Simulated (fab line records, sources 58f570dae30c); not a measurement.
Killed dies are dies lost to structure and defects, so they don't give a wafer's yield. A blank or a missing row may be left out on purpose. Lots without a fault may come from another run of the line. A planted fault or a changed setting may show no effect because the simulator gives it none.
Chamber matching | flow berkeley_cmos170 | UCB170_GATE_ETCH_14 on rie_diel-03: 4 sister chambers
The step etches BARC in N2/H2. 16 wafers are shown with their chamber, then 7 later ones without.

WAFERS WITH THEIR CHAMBER
wafer  | chamber | throttle_valve_pct (%) | drypump_motor_current_A (A) | oes_product_au (a.u.)
L076.1 | 2       | 13.10                  | 5.5                         | 1.026
L076.2 | 1       | 13.18                  | 5.6                         | 1.029
L076.6 | 1       | 13.18                  | 5.6                         | 1.018
L079.2 | 1       | 13.17                  | 5.6                         | 1.026
L079.3 | 3       | 13.06                  | 5.6                         | 1.025
L079.6 | 1       | 13.20                  | 5.6                         | 1.028
L081.1 | 2       | 13.10                  | 5.6                         | 1.037
L081.4 | 0       | 13.32                  | 5.1                         | 0.965
L081.6 | 0       | 13.34                  | 5.0                         | 0.962
L088.3 | 3       | 13.09                  | 5.6                         | 1.036
L088.4 | 2       | 13.08                  | 5.5                         | 1.033
L086.2 | 3       | 13.07                  | 5.6                         | 1.040
L086.3 | 0       | 13.32                  | 5.1                         | 0.974
L086.4 | 2       | 13.08                  | 5.6                         | 1.045
L090.2 | 0       | 13.32                  | 5.1                         | 0.967
L090.3 | 3       | 13.07                  | 5.6                         | 1.032

SIGNATURES (means of the wafers above)
reading                 | chamber 0 | chamber 1 | chamber 2 | chamber 3 | scatter within a chamber
throttle_valve_pct      | 13.3250   | 13.1825   | 13.0900   | 13.0725   | 0.0117
drypump_motor_current_A | 5.075     | 5.600     | 5.550     | 5.600     | 0.0382
oes_product_au          | 0.96700   | 1.02525   | 1.03525   | 1.03325   | 0.00622
Rule: a wafer's distance from a chamber is the root of the sum, over the readings, of the square of ((its reading less the chamber's mean) divided by the reading's scatter). The wafer belongs to the nearest chamber; if the next one is less than 2 further off, it can't be placed. The scatter: the root of (the sum of the squares of (reading less its chamber's mean) over the shown wafers, divided by (wafers less chambers)).

WAFERS WITHOUT THEIR CHAMBER
wafer  | throttle_valve_pct (%) | drypump_motor_current_A (A) | oes_product_au (a.u.)
L090.4 | 13.08                  | 5.6                         | 1.039
L095.1 | 13.09                  | 5.6                         | 1.035
L095.3 | 13.32                  | 5.0                         | 0.968
L095.6 | 13.18                  | 5.6                         | 1.024
L097.3 | 13.33                  | 5.0                         | 0.970
L097.4 | 13.17                  | 5.6                         | 1.028
L097.5 | 13.17                  | 5.7                         | 1.026

WHICH CHAMBER EACH WENT THROUGH
wafer  | from the rows above     | in truth
L090.4 | can't be placed: 3 or 2 | 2
L095.1 | can't be placed: 2 or 3 | 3
L095.3 | 0                       | 0
L095.6 | 1                       | 1
L097.3 | 0                       | 0
L097.4 | 1                       | 1
L097.5 | 1                       | 1
Placed correctly: 5 of 7. Can't be placed from these rows: 2 (the true chamber is among the candidates in 2). Placed wrongly: 0.
